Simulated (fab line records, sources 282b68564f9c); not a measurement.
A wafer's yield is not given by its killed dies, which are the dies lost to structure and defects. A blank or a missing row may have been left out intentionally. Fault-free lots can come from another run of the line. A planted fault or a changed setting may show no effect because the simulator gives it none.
Lot-split experiment	flow rit_cmos	23 wafers read from 5 lots, route of 202 steps

## THE SPLIT
At RIT_NSD_COAT_01 (resist thk 1000 nm), the setting spin_rpm was moved away from the recipe's 3250 rpm on 8 of the 23 wafers read, by -7.1% to +3.4%. All remaining wafers had this setting at the recipe value.

## FROM THE SPLIT TO THE READING: what the file shows between them, 3 steps
- RIT_NSD_SOFTBAKE_02: time 60 s
- RIT_NSD_EXPOSE_03: exposes mask M9, target cd 40700 nm
- RIT_NSD_DEVELOP_05: develop time 50 s

## THE READING
NOVOLAK_of_NSD_COAT_01.thk_nm (the simulator's own value, which no gauge read), in nm, at RIT_NSD_HARDBAKE_07 (time 60 s). The file does not state a usual value for it. The 15 wafers here that ran the recipe average 884.0 nm, standard deviation 2.2 nm.

wafer	tool, chamber at the split	spin_rpm as run, rpm	against the recipe	NOVOLAK_of_NSD_COAT_01.thk_nm, nm	against lot-mates on the recipe
L074.2	litho_track-02, 0	3325	+2.3%	875.7	-7.7
L074.3	litho_track-02, 0	3250	recipe	883.5	-
L074.4	litho_track-02, 0	3250	recipe	883.5	-
L074.5	litho_track-02, 0	3325	+2.3%	876.2	-7.2
L074.6	litho_track-02, 0	3250	recipe	883.1	-
L076.1	litho_track-02, 0	3250	recipe	881.9	-
L076.2	litho_track-02, 0	3250	recipe	884.1	-
L076.3	litho_track-02, 0	3250	recipe	881.6	-
L076.4	litho_track-02, 0	3019	-7.1%	918.9	+36.4
L076.6	litho_track-02, 0	3019	-7.1%	916.2	+33.7
L077.1	litho_track-03, 0	3343	+2.9%	873.2	-11.9
L077.2	litho_track-03, 0	3343	+2.9%	872.9	-12.2
L077.3	litho_track-03, 0	3250	recipe	887.6	-
L077.5	litho_track-03, 0	3250	recipe	884.5	-
L077.6	litho_track-03, 0	3250	recipe	883.3	-
L082.2	litho_track-01, 0	3250	recipe	886.3	-
L082.3	litho_track-01, 0	3250	recipe	888.8	-
L082.4	litho_track-01, 0	3250	recipe	885.3	-
L082.5	litho_track-01, 0	3362	+3.4%	872.3	-14.5
L082.6	litho_track-01, 0	3362	+3.4%	871.3	-15.5
L083.1	litho_track-02, 0	3250	recipe	882.6	-
L083.3	litho_track-02, 0	3250	recipe	880.4	-
L083.4	litho_track-02, 0	3250	recipe	882.8	-

FIT RESULTS
A straight line over all 23 wafers: NOVOLAK_of_NSD_COAT_01.thk_nm changes by -4.37 nm for each +1% of spin_rpm; r = -0.98; the points scatter about the line by 2.2 nm.
The same after taking each lot's own level away (the mean of its wafers on the recipe; 23 wafers): -4.65 nm for each +1%; r = -0.99; scatter 1.6 nm.
According to that fit, moving spin_rpm by its largest amount changes the reading by 33 nm.
From 881.93 to 886.80 nm: that is the span of the lots' own levels, equal to 2.2 times the standard deviation above.
Hence the lot-to-lot level has little effect on the slope; both slopes agree.
Check: with one of the wafers moved furthest among these (-7.1%) left out of the fit, the line predicts +32.1 nm for it against its lot-mates. Against them it came out at +36.4 nm.

## THE WHOLE CHAIN: every reading that the file lists as answering this split, in the file's order
step	what it does	reading	change (the file's fit)	r (the file's)
RIT_NSD_COAT_01	resist thk 1000 nm	NOVOLAK_of_NSD_COAT_01.thk_nm (the simulator's own value, which no gauge read)	-5.31 nm for each +1% of the setting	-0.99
RIT_NSD_HARDBAKE_07	time 60 s	NOVOLAK_of_NSD_COAT_01.thk_nm (the simulator's own value, which no gauge read)	-4.64 nm for each +1% of the setting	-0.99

## FILE'S OWN FIT
NOVOLAK_of_NSD_COAT_01.thk_nm changes by -4.64 nm for each +1% of spin_rpm, r = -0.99.
